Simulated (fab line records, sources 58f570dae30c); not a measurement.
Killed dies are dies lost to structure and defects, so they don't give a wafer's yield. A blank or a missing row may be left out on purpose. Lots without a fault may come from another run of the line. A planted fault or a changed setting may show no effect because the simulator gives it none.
Which tool did it? | flow berkeley_cmos170 | 14 lots, 42 wafers sampled, at 4 steps of a route of 331

WHAT THE GAUGES READ, wafer by wafer
UCB170_V1_BOW_MEAS_03.
lot  | measured     | on            | V1_BOW (um)
L119 | day 8 01:28  | film_metro-03 | 32 18 19
L120 | day 8 01:08  | film_metro-01 | 25 20 28
L122 | day 8 11:33  | film_metro-01 | 20 19 22
L124 | day 8 17:56  | film_metro-01 | 24 13 25
L123 | day 8 17:55  | film_metro-03 | 18 12 17
L128 | day 9 04:39  | film_metro-03 | 20 23 19
L125 | day 9 04:39  | film_metro-01 | 30 11 21
L126 | day 9 04:57  | film_metro-04 | 15 17 33
L129 | day 9 16:51  | film_metro-04 | 21 22 18
L133 | day 10 15:46 | film_metro-04 | 25 13 32
L135 | day 10 19:05 | film_metro-04 | 15 21 12
L140 | day 11 14:27 | film_metro-01 | 22 22 23
L141 | day 11 21:22 | film_metro-03 | 34 7 29
L142 | day 12 04:25 | film_metro-01 | 15 24 12

UCB170_V1_OVL_MEAS_13.
lot  | measured     | on         | V1_OVL (nm)
L119 | day 8 04:30  | overlay-02 | -5 1 6
L120 | day 8 04:10  | overlay-02 | -2 4 1
L122 | day 8 13:28  | overlay-02 | -3 2 -4
L124 | day 8 21:57  | overlay-02 | 4 2 3
L123 | day 8 20:52  | overlay-02 | 11 4 5
L128 | day 9 06:22  | overlay-02 | -4 -7 -4
L125 | day 9 06:34  | overlay-01 | 3 6 5
L126 | day 9 06:59  | overlay-02 | 8 6 4
L129 | day 9 18:29  | overlay-02 | 10 1 5
L133 | day 10 18:58 | overlay-02 | 1 -5 -1
L135 | day 10 21:02 | overlay-02 | -4 1 7
L140 | day 11 16:04 | overlay-01 | 0 3 2
L141 | day 11 23:01 | overlay-02 | 2 4 9
L142 | day 12 06:21 | overlay-01 | -6 6 3

WHICH TOOL RAN EACH LOT (tool, then ch and the chambers of the sampled wafers, then the start)
lot  | UCB170_CONTACT_STRIP_06              | UCB170_M1_METAL_ETCH_12
L119 | plasma_asher-04 ch 0,1, day 7 15:46  | rie_metal-01 ch 0,1, day 7 21:16
L120 | plasma_asher-01 ch 0,1, day 7 15:47  | rie_metal-02 ch 0,1, day 7 21:25
L122 | plasma_asher-04 ch 0,1, day 8 00:50  | rie_metal-01 ch 0,1, day 8 04:52
L124 | plasma_asher-04 ch 0,1, day 8 06:56  | rie_metal-02 ch 0,1, day 8 11:41
L123 | plasma_asher-03 ch 0,1, day 8 07:45  | rie_metal-04 ch 0,1, day 8 12:41
L128 | plasma_asher-01 ch 0,1, day 8 17:15  | rie_metal-01 ch 0,1, day 8 22:53
L125 | plasma_asher-03 ch 0,1, day 8 19:09  | rie_metal-02 ch 0,1, day 9 00:36
L126 | plasma_asher-04 ch 0,1, day 8 19:17  | rie_metal-01 ch 0,1, day 9 00:52
L129 | plasma_asher-03 ch 0,1, day 9 06:12  | rie_metal-01 ch 0,1, day 9 12:01
L133 | plasma_asher-03 ch 1, day 10 08:09   | rie_metal-01 ch 0,1, day 10 12:44
L135 | plasma_asher-03 ch 0,1, day 10 09:40 | rie_metal-01 ch 0,1, day 10 14:36
L140 | plasma_asher-04 ch 0,1, day 11 03:53 | rie_metal-02 ch 0,1, day 11 08:15
L141 | plasma_asher-04 ch 0,1, day 11 12:15 | rie_metal-04 ch 1, day 11 16:54
L142 | plasma_asher-03 ch 0,1, day 11 19:48 | rie_metal-04 ch 1, day 11 23:46
- UCB170_CONTACT_STRIP_06: strips in O2.
- UCB170_M1_METAL_ETCH_12: etches Al in Cl2/BCl3, stops on PSG, target depth 780 nm, time 130 s.

WHAT THE TOOLS THEMSELVES READ (means of the sampled wafers that have a number; where no wafer has one, the mark that the record gives instead)
UCB170_CONTACT_STRIP_06.
lot  | tool            | chamber_pressure_mTorr (mTorr) | drypump_motor_current_A (A) | oes_product_au (a.u.) | strip_time_to_endpoint_s (s)
L119 | plasma_asher-04 | 3501                           | 5.9                         | 0.732                 | 21.95
L120 | plasma_asher-01 | 3502                           | 5.8                         | 0.740                 | 21.94
L122 | plasma_asher-04 | 3500                           | 6.0                         | 0.735                 | 21.93
L124 | plasma_asher-04 | 3500                           | 5.9                         | 0.738                 | 22.00
L123 | plasma_asher-03 | 3497                           | 5.2                         | 0.736                 | 22.01
L128 | plasma_asher-01 | 3504                           | 5.8                         | 0.732                 | 21.88
L125 | plasma_asher-03 | 3499                           | 5.2                         | 0.734                 | 21.99
L126 | plasma_asher-04 | 3501                           | 6.0                         | 0.734                 | 22.01
L129 | plasma_asher-03 | 3499                           | 5.2                         | 0.742                 | 21.92
L133 | plasma_asher-03 | 3504                           | 5.1                         | 0.728                 | 21.95
L135 | plasma_asher-03 | 3500                           | 5.2                         | 0.734                 | 22.00
L140 | plasma_asher-04 | 3499                           | 6.0                         | 0.732                 | 22.09
L141 | plasma_asher-04 | 3503                           | 5.9                         | 0.736                 | 21.97
L142 | plasma_asher-03 | 3501                           | 5.2                         | 0.733                 | 21.92

UCB170_M1_METAL_ETCH_12.
lot  | tool         | chamber_pressure_mTorr (mTorr) | drypump_motor_current_A (A) | oes_product_au (a.u.) | rf_fwd_power_W (W) | throttle_valve_pct (%)
L119 | rie_metal-01 | 11.999                         | 5.0                         | 0.849                 | 597.9              | 24.67
L120 | rie_metal-02 | 12.003                         | 6.2                         | 0.866                 | 595.1              | 24.23
L122 | rie_metal-01 | 11.999                         | 5.0                         | 0.845                 | 596.0              | 24.66
L124 | rie_metal-02 | 12.005                         | 6.2                         | 0.859                 | 596.3              | 24.22
L123 | rie_metal-04 | 11.995                         | 5.9                         | 0.858                 | 597.3              | 24.91
L128 | rie_metal-01 | 12.004                         | 5.0                         | 0.853                 | 597.8              | 24.61
L125 | rie_metal-02 | 12.004                         | 6.0                         | 0.854                 | 595.5              | 24.35
L126 | rie_metal-01 | 12.013                         | 5.0                         | 0.836                 | 597.3              | 24.62
L129 | rie_metal-01 | 11.996                         | 5.0                         | 0.849                 | 598.8              | 24.67
L133 | rie_metal-01 | 12.002                         | 5.0                         | 0.840                 | 524.8              | 24.60
L135 | rie_metal-01 | 11.993                         | 5.0                         | 0.843                 | 524.0              | 24.62
L140 | rie_metal-02 | 12.008                         | 6.2                         | 0.862                 | 594.5              | 24.29
L141 | rie_metal-04 | 12.000                         | 5.8                         | 0.872                 | 597.3              | 24.87
L142 | rie_metal-04 | 11.996                         | 5.8                         | 0.875                 | 595.9              | 24.85

THE ANSWER, worked out from the rows above alone
Rule: what is usual is taken from the lots themselves. Put in order of their means at a reading, lots are off if they are a third of the lots or fewer, leave a main group of 4 or more, and stand apart from it by a gap of 3 or more times the standard deviation of the main group's means; of several such gaps the widest counts. A main group whose means are all the same, to the digits that the tables above print for the reading, isn't used. A lot without any number at a reading at which 4 lots or more have one is off too. The other lots that the step has rows for count as sound. The gauges are gone through in route order, then the tools' own readings, and for those a lot's mean is taken as printed above. The first step at which some lot is off is used, and at that step the reading that is off furthest; a lot without a number counts as furthest.
Off: L133, L135, at UCB170_M1_METAL_ETCH_12 (rf_fwd_power_W). The main group: mean 596.6 W, standard deviation 1.2.
A tool fits if, at that step or a process step before it, it ran every lot that is off, and no sound lot after the first of them. One fits: rie_metal-01 at UCB170_M1_METAL_ETCH_12. Its last sound lot is L129 (day 9 12:01), its first lot that is off L133 (day 10 12:44): a fault that began between those two fits.
The tool's own readings at UCB170_M1_METAL_ETCH_12 bear it out: on the lots that are off they differ by more than 5 times the standard deviation of the sound lots' means. rf_fwd_power_W reads 524.4 W there against 596.6 W on the sound lots.

WHAT THE SIMULATOR HAD PUT IN
Process parameter drift: rie_metal-01, from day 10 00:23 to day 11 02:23, at UCB170_M1_METAL_ETCH_12. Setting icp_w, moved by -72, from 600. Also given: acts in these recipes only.
Lots struck among those shown: L133, L135. The rule above found the same.
